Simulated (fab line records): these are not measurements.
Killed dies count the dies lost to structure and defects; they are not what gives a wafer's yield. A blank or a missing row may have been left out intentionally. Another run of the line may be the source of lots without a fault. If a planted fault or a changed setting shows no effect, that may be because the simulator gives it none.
Problem report in the 8D (eight disciplines) form, filled by code	flow berkeley-cmos170	the parts of the form that need people (team, actions taken, sign-off) are left out

1. THE PROBLEM
Mean NWELL_OXIDE_THK at UCB170_NWELL_THK_MEAS_02: 23.0 nm over 6 wafers in 2 lots; fault-free wafers: 26.1 nm, standard deviation 0.53. Relative to the usual mean, that is a shift of -5.9 standard deviations.
Earliest sighting: wafer L615.2 on film-metro-01 at day 3 14:08. At this step, 42 wafers from 14 lots have a number in the record. Rule for "out", or "out of limits": more than 4 standard deviations from the usual mean. The other wafers with a number count as sound.

2. WHAT IT IS; WHAT IT IS NOT
question	is	is not
which readings at this step	NWELL_OXIDE_THK	-
which lots	L614, L615	L608, L609, L610, L611, L612, L622, L623, L625, L627, L628, L629, L631
which wafers of those lots	all that have a number	-
read on which gauges	film-metro-01, film-metro-02	film-metro-04
when	from day 3 14:08	up to then (15 sound wafers); but 21 sound wafers of L622, L623, L625, L627, L628, L629, L631 came after

3. SUSPECTS, AND WHAT RULES EACH OUT
Counting: a tool at any process step up to the reading remains a suspect when it ran all the lots that are out and ran no sound lot after the first of those.
- the gauge at UCB170_NWELL_THK_MEAS_02 has been ruled out. 2 gauges (film-metro-01, film-metro-02) read the wafers that are out.
- furnace-02 at UCB170_NWELL_OXIDATION_01 (target thk 26.4 nm, ox time 1260 s): kept. It ran every lot that is out, first L614 (day 3 12:46), and no sound lot after that; its last sound lot up to then is L611 (day 2 21:19).
After counting, what remains is furnace-02 at UCB170_NWELL_OXIDATION_01.

4. THE CAUSE (what the simulator had put in)
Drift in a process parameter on furnace-02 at UCB170_NWELL_OXIDATION_01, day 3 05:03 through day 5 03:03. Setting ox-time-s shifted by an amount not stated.
The count eliminated every tool but this one.

5. SEQUENCE OF EFFECTS, ordered by route
Each row: a reading whose mean over the struck wafers that have a number lies more than 3 standard deviations from the usual. Readings are gone through only where the record gives a usual standard deviation; hours: the median, over the lots, of the time from a lot's start at the first step in this table giving one to that lot's start at this step; sigmas: the change measured in usual standard deviations.
hours	step	reading	usual	on struck wafers	change	sigmas
0	UCB170_NWELL_THK_MEAS_02	NWELL_OXIDE_THK	26.1 nm	23.0	-3.1	-5.9
Later measuring or inspecting steps at which every struck wafer that the step has a row for has a number for every such reading, and none has moved that far: UCB170_PWELL_THK_MEAS_06, UCB170_FIELD_THK_MEAS_02.

6. HOW IT WOULD HAVE BEEN CAUGHT EARLIER
Counted from the fault's start at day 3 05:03, it took 9 hours until the first out-of-limits reading at a measuring or inspecting step in this record, taken at day 3 14:08.
Each of the lots that are out, 2 in all, had begun UCB170_NWELL_OXIDATION_01 on furnace-02 no later than day 3 14:08. A hold on the tool at that time would have spared none of them.
